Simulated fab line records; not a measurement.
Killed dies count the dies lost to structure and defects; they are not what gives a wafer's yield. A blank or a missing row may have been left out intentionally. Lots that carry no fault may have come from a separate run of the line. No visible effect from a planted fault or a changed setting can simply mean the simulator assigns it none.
fab line records | flow rit_cmos
[record] lots = 6 wafers = 18 last_day = 7
route steps=202 shown REOX@100 NLDD@103 PLDD@114 M1@202
lots that met no fault: from a run of the same line without faults
start_h: start of the lot's first displayed wafer, in hours after the record's first day | wait_h: hours elapsed since this lot's preceding step | " identical to the entry in the row above | L1.1+2: several wafers, shown together as one row | - value missing, or start not given | * or withheld: withheld | < > ~ a bound
route shown NAME@n: names a module that has steps shown in the file, with the first one's number in the route | usual: the fault-free wafers' mean and standard deviation | same: alike in all rows | chamber/n: place in a boat | sites: readings site by site | _std_site: the standard deviation of these | _edge_site: inner sites' mean taken away from outer sites' mean | radius_mm: for every site, how far away it sits from the centre of the wafer | mask NAME#n: copy n | behind: the most recent tool/chamber to have shaped the wafer | hold: what put the lot on hold/how long, in hours/how the hold closed | device: names the non-switching transistor (n, p or np) | end of line: at the end of the route, the tests of the same wafers | step lacking rows: just its recipe | killed: dies lost to structure and defects at the first sort, not the wafer's yield | map: shows each die of a wafer: x if killed, . if not, _ if none is there
set.NAME: the run value of the setting; set.NAME@STEP: its run value at that earlier step | model.NAME: the simulator's own value behind a step, which no gauge read
lots at some steps of the route; a table a step, a row a wafer
services: from which hour (start_h, from the record's first day; less than 0 if before it) a tool's chamber was out of use, for how many hours, and why
[[steps]]
[step RIT_REOX_CLEAN_02]
[recipe] chemistry = SC2 mix = 3:3:50 time_s = 600 temp_c = 75 dry = n2_spin
[step RIT_REOX_OXIDATION_03]
[recipe] temp_c = 900 ambient = O2 target_thk_a = 252 ox_time_s = 5580
[step RIT_REOX_THK_MEAS_04]
[recipe] reads = SiO2_of_REOX_OXIDATION_03
[usual] REOX_OXIDE_THK = 25.3/0.47
// columns lot.wafer tool chamber start_h wait_h REOX_OXIDE_THK[nm]
L594.1 film_metro-04 - 55.22 0.0 25.3
L594.2 " - " " 26.0
L594.3 " - " " 25.7
L600.2 film_metro-02 - 86.49 0.0 25.1
L600.3 " - " " 25.4
L600.4 " - " " 25.4
L601.4 film_metro-04 - 89.94 0.0 25.1
L601.5 " - " " 25.1
L601.6 " - " " 25.2
L606.1 film_metro-01 - 113.47 0.0 25.8
L606.4 " - " " 26.0
L606.6 " - " " 25.9
L609.1 film_metro-01 - 130.37 0.0 25.1
L609.3 " - " " 24.7
L609.4 " - " " 24.9
L613.2 film_metro-01 - 148.49 0.0 25.2
L613.4 " - " " 25.1
L613.6 " - " " 25.6
[step RIT_NLDD_HMDS_00]
[recipe] prime_time_s = 60 prime_temp_c = 140
[step RIT_NLDD_COAT_01]
[recipe] resist = NOVOLAK spin_rpm = 3250 resist_thk_nm = 1000
[step RIT_NLDD_SOFTBAKE_02]
[recipe] resist = NOVOLAK temp_c = 90 time_s = 60
[step RIT_NLDD_EXPOSE_03]
[recipe] mask_id = M7 na = 0.57 target_cd_nm = 40700 dose_mj = 250
[step RIT_NLDD_PEB_04]
[recipe] resist = NOVOLAK temp_c = withheld time_s = withheld
[step RIT_NLDD_DEVELOP_05]
[recipe] resist = NOVOLAK develop_time_s = 50 dev_temp_c = 23
[step RIT_NLDD_OVL_MEAS_06]
[usual] NLDD_OVL = 0.2/1.3
// columns lot.wafer tool chamber start_h wait_h NLDD_OVL[nm]
L594.1 overlay-02 - 56.13 - -0.3
L594.2 " - " " 0.3
L594.3 " - " " 0.0
L600.2 overlay-02 - 87.52 - 0.6
L600.3 " - " " 0.9
L600.4 " - " " 0.7
L601.4 overlay-02 - 90.96 - 0.7
L601.5 " - " " 0.6
L601.6 " - " " 2.7
L606.1 overlay-02 - 114.38 - -1.0
L606.4 " - " " -0.7
L606.6 " - " " 0.6
L609.1 overlay-02 - 131.28 - 1.9
L609.3 " - " " -1.2
L609.4 " - " " -0.2
L613.2 overlay-01 - 149.45 - 0.4
L613.4 " - " " 0.7
L613.6 " - " " 0.8
[step RIT_NLDD_HARDBAKE_07]
[recipe] resist = NOVOLAK temp_c = 140 time_s = 60
[step RIT_NLDD_IMPLANT_08]
[recipe] species = P energy_kev = 20 dose_cm2 = 5e+14 tilt_deg = 7
[step RIT_NLDD_STRIP_09]
[recipe] chemistry = O2 time_s = 180 resist = NOVOLAK platen_temp_c = withheld power_w = 500 pressure_mtorr = 4000 o2_flow_sccm = 4000
[usual] chamber_pressure_mTorr = 4000/3.9 drypump_motor_current_A = 6.1/0.39
// columns lot.wafer tool chamber start_h wait_h chamber_pressure_mTorr drypump_motor_current_A rf_hours_counter_h model.NOVOLAK_of_NLDD_COAT_01.thk_nm
L594.1 plasma_asher-04 1 56.47 0.1 3997 6.1 27 0
L594.2 " 0 " " 4001 6.0 27 0
L594.3 " 0 " " 4000 6.1 - 0
L600.2 plasma_asher-03 1 87.85 0.1 - - - 888.5
L600.3 " 1 " " - - - 887.2
L600.4 " 0 " " - - - 886.2
L601.4 plasma_asher-02 1 91.34 0.1 - - - 885.8
L601.5 " 0 " " - - - 886.6
L601.6 " 1 " " - - - 886.6
L606.1 plasma_asher-04 0 114.72 0.1 4004 6.0 35 0
L606.4 " 1 " " 4000 6.1 - 0
L606.6 " 1 " " 3996 6.1 - 0
L609.1 plasma_asher-03 0 131.61 0.1 3997 6.5 2 0
L609.3 " 0 " " 3998 6.5 - 0
L609.4 " 1 " " 4000 6.3 - 0
L613.2 plasma_asher-02 1 149.78 0.1 3994 6.4 53 0
L613.4 " 0 " " 4005 5.3 - 0
L613.6 " 1 " " 4001 6.4 - 0
[step RIT_NLDD_TW_MEAS_10]
[usual] NLDD_TW = 2510/24
// columns lot.wafer tool chamber start_h wait_h NLDD_TW
L594.1 film_metro-02 - 56.64 0.1 2528
L594.2 " - " " 2532
L594.3 " - " " 2523
L600.2 film_metro-02 - 88.04 0.1 2534
L600.3 " - " " 2520
L600.4 " - " " 2520
L601.4 film_metro-02 - 91.48 0.1 2524
L601.5 " - " " 2520
L601.6 " - " " 2521
L606.1 film_metro-02 - 114.90 0.1 2502
L606.4 " - " " 2517
L606.6 " - " " 2503
L609.1 film_metro-02 - 131.79 0.1 2526
L609.3 " - " " 2517
L609.4 " - " " 2515
L613.2 film_metro-01 - 149.97 0.1 2539
L613.4 " - " " 2537
L613.6 " - " " 2543
[step RIT_PLDD_HMDS_00]
[recipe] prime_time_s = 60 prime_temp_c = 140
[step RIT_PLDD_COAT_01]
[recipe] resist = NOVOLAK spin_rpm = 3250 resist_thk_nm = 1000
[step RIT_PLDD_SOFTBAKE_02]
[recipe] resist = NOVOLAK temp_c = 90 time_s = 60
[step RIT_PLDD_EXPOSE_03]
[recipe] mask_id = M8 na = 0.57 target_cd_nm = 40900 dose_mj = 250
[step RIT_PLDD_PEB_04]
[recipe] resist = NOVOLAK temp_c = withheld time_s = withheld
[step RIT_PLDD_DEVELOP_05]
[recipe] resist = NOVOLAK develop_time_s = 50 dev_temp_c = 23
[step RIT_PLDD_OVL_MEAS_06]
[usual] PLDD_OVL = 0.5/1.6
// columns lot.wafer tool chamber start_h wait_h PLDD_OVL[nm]
L594.1 overlay-01 - 57.81 - 0.8
L594.2 " - " " -0.2
L594.3 " - " " 0.5
L600.2 overlay-02 - 89.07 - 0.4
L600.3 " - " " 0.9
L600.4 " - " " 0.3
L601.4 overlay-01 - 92.38 - -1.3
L601.5 " - " " -0.2
L601.6 " - " " -0.9
L606.1 overlay-01 - 115.83 - -0.3
L606.4 " - " " -0.3
L606.6 " - " " -0.2
L609.1 overlay-02 - 132.82 - 1.4
L609.3 " - " " -0.6
L609.4 " - " " 1.0
L613.2 overlay-02 - 150.87 - 1.0
L613.4 " - " " 0.9
L613.6 " - " " -0.7
[step RIT_PLDD_HARDBAKE_07]
[recipe] resist = NOVOLAK temp_c = 140 time_s = 60
[step RIT_PLDD_IMPLANT_08]
[recipe] species = BF2 energy_kev = 20 dose_cm2 = 9e+14 tilt_deg = 7
[step RIT_PLDD_STRIP_09]
[recipe] chemistry = O2 time_s = 180 resist = NOVOLAK platen_temp_c = withheld power_w = 500 pressure_mtorr = 4000 o2_flow_sccm = 4000
[usual] chamber_pressure_mTorr = 4000/3.9 drypump_motor_current_A = 6.18/0.2
// columns lot.wafer tool chamber start_h wait_h chamber_pressure_mTorr drypump_motor_current_A rf_hours_counter_h
L594.1 plasma_asher-01 1 58.15 0.1 3996 5.86 41
L594.2 " 0 " " 4007 6.34 41
L594.3 " 0 " " 4000 6.32 -
L600.2 plasma_asher-03 0 89.40 0.1 3998 6.46 41
L600.3 " 0 " " 4006 6.46 -
L600.4 " 1 " " 4002 6.31 -
L601.4 plasma_asher-04 0 92.76 0.1 4001 6.02 -
L601.5 " 0 " " 4000 6.02 -
L601.6 " 1 " " 4000 6.14 -
L606.1 plasma_asher-01 1 116.21 0.1 4000 5.89 48
L606.4 " 0 " " 3995 6.28 -
L606.6 " 1 " " 3994 5.90 -
L609.1 plasma_asher-03 0 133.16 0.1 3999 6.48 2
L609.3 " 0 " " 3999 6.48 -
L609.4 " 1 " " 4005 6.30 -
L613.2 plasma_asher-03 1 151.20 0.1 4003 6.29 4
L613.4 " 1 " " 4003 6.28 -
L613.6 " 1 " " 4001 6.29 -
[step RIT_PLDD_TW_MEAS_10]
[usual] PLDD_TW = 2358/28
// columns lot.wafer tool chamber start_h wait_h hold PLDD_TW
L594.1 film_metro-01 - 58.33 0.1 - 2392
L594.2 " - " " - 2390
L594.3 " - " " - 2391
L600.2 film_metro-03 - 89.58 0.1 await_dispo/0.2h/release 30
L600.3 " - " " await_dispo/0.2h/release 30
L600.4 " - " " await_dispo/0.2h/release 30
L600.2 film_metro-03 - 89.81 0.2 - 30
L600.3 " - " " - 30
L600.4 " - " " - 30
L601.4 film_metro-03 - 92.90 0.1 await_dispo/0.2h/release 30
L601.5 " - " " await_dispo/0.2h/release 30
L601.6 " - " " await_dispo/0.2h/release 30
L601.4 film_metro-03 - 93.13 0.2 - 30
L601.5 " - " " - 30
L601.6 " - " " - 30
L606.1 film_metro-01 - 116.39 0.1 - 2382
L606.4 " - " " - 2374
L606.6 " - " " - 2376
L609.1 film_metro-01 - 133.33 0.1 - 2382
L609.3 " - " " - 2370
L609.4 " - " " - 2376
L613.2 film_metro-01 - 151.39 0.1 - 2391
L613.4 " - " " - 2397
L613.6 " - " " - 2391
[step RIT_M1_PROBE_99]
[usual] defect_limited_yield = 97.3/1 killed_at_contacts = 0.1/0.34 killed_at_front_end = 6.9/2.8 killed_dies = 7.1/2.8 killed_open = 3.4/1.9 killed_short = 3.6/1.7 sort_bin_3_pad_short = 0.1/0.21 sort_bin_5_function = 1.6/0.75 sort_bin_6_memory = 0.9/0.64 sort_n_pass = 256.9/2.8 sort_yield_pct = 97.3/1
[same] gross_dies = 264 killed_at_M0_to_M3 = 0 killed_at_M4_up = 0 killed_at_back_side = 0 killed_at_other = 0
// columns lot.wafer tool chamber start_h wait_h defect_limited_yield[%] killed_at_contacts killed_at_front_end killed_dies killed_open killed_short sort_bin_3_pad_short[%] sort_bin_5_function[%] sort_bin_6_memory[%] sort_n_pass sort_yield_pct[%]
L594.1 prober-01 - 74.02 0.1 97.7 0 6 6 2 4 1.1 0.4 0.8 258.0 97.7
L594.2 prober-01 - 74.07 0.1 97.3 0 7 7 1 6 0 2.3 0.4 257.0 97.3
L594.3 prober-01 - 74.12 0.2 98.1 0 5 5 1 4 0 1.1 0.8 259.0 98.1
L606.1 prober-01 - 129.98 0.1 99.2 0 2 2 0 2 0.4 0.4 0 262.0 99.2
L606.4 prober-01 - 130.13 0.2 99.6 0 1 1 1 0 0 0.4 0 263.0 99.6
L606.6 prober-01 - 130.23 0.2 95.8 0 11 11 6 5 0 3.0 1.1 253.0 95.8
L609.1 prober-02 - 147.65 0.1 98.1 0 5 5 3 2 0.4 1.1 0.4 259.0 98.1
L609.3 prober-02 - 147.75 0.2 98.5 0 4 4 1 3 0.4 0.8 0.4 260.0 98.5
L609.4 prober-02 - 147.80 0.2 98.5 1 3 4 2 2 0 0.8 0.8 260.0 98.5
L613.2 prober-01 - 165.92 0.1 95.5 0 12 12 7 5 0 1.9 2.7 252.0 95.5
L613.4 prober-01 - 166.02 0.2 97.7 0 6 6 4 2 0 1.1 1.1 258.0 97.7
L613.6 prober-01 - 166.12 0.2 94.3 0 15 15 6 9 0.4 3.4 1.9 249.0 94.3
// killed by level:class
L594.1 GATE:geometric_particle:open=2 GATE:geometric_particle:short=1 REOX:geometric_particle:short=1 SPACER:geometric_particle:short=1 SILICIDE:geometric_particle:short=1
L594.2 SILICIDE:geometric_particle:short=3 FOX1:geometric_particle:short=2 REOX:geometric_particle:short=1 SILICIDE:geometric_particle:open=1
L594.3 GATE:geometric_particle:short=2 REOX:geometric_particle:short=1 GATE:geometric_particle:open=1 SPACER:geometric_particle:short=1
L606.1 FOX1:geometric_particle:short=1 GATE:geometric_particle:short=1
L606.4 GATE:geometric_particle:open=1
L606.6 GATE:geometric_particle:short=4 GATE:geometric_particle:open=3 SPACER:geometric_particle:open=3 SPACER:geometric_particle:short=1
L609.1 FOX1:geometric_particle:short=2 SPACER:geometric_particle:open=2 GATE:geometric_particle:open=1
L609.3 FOX1:geometric_particle:short=1 GATE:geometric_particle:short=1 GATE:geometric_particle:open=1 SILICIDE:geometric_particle:short=1
L609.4 FOX2:geometric_particle:open=1 GATE:geometric_particle:open=1 SILICIDE:geometric_particle:short=1 CONTACT:geometric_particle:short=1
L613.2 GATE:geometric_particle:open=3 FOX1:geometric_particle:short=2 GATE:geometric_particle:short=2 REOX:geometric_particle:open=2 FOX1:geometric_particle:open=1 REOX:geometric_particle:short=1 SILICIDE:geometric_particle:open=1
L613.4 REOX:geometric_particle:open=2 SILICIDE:geometric_particle:short=1 GATE:geometric_particle:short=1 GATE:geometric_particle:open=1 SPACER:geometric_particle:open=1
L613.6 GATE:geometric_particle:short=6 GATE:geometric_particle:open=3 FOX2:geometric_particle:open=2 FOX1:geometric_particle:short=1 FOX1:geometric_particle:open=1 SPACER:geometric_particle:short=1 SILICIDE:geometric_particle:short=1
[[services]]
// columns tool chamber start_h hours kind
plasma_asher-02 - 40.67 2.8 pm
plasma_asher-03 - 57.75 28.1 pm
plasma_asher-03 - 105.49 1.6 repair
plasma_asher-03 - 108.75 9.0 pm
plasma_asher-03 0 108.75 9.0 vent_cycle
plasma_asher-03 1 108.75 9.0 vent_cycle
plasma_asher-01 - 111.83 4.1 repair
plasma_asher-03 0 117.75 - clean
plasma_asher-03 1 117.75 - clean
[[key]]
[first_sign] step = RIT_NLDD_STRIP_09 reading = tool_record direction = missing
[effect] step = RIT_PLDD_TW_MEAS_10 reading = visit direction = added
[effect] step = RIT_PLDD_TW_MEAS_10 reading = PLDD_TW direction = down sigmas = 83 usual = 2358 struck = 30
[model_effect] step = RIT_NLDD_STRIP_09 value = NOVOLAK_of_NLDD_COAT_01.thk_nm without = 0 struck = 886.8
met_at RIT_NLDD_STRIP_09
struck_wafers L600.2,L600.3,L600.4,L601.4,L601.5,L601.6
scrapped_behind RIT_PLDD_TW_MEAS_10 L600.2,L600.3,L600.4,L601.4,L601.5,L601.6
[fault] kind = skipped_step_whole tool = plasma_asher-02,plasma_asher-03 chamber = - onset_h = 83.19 steps = RIT_NLDD_STRIP_09 scope = struck_lots_only
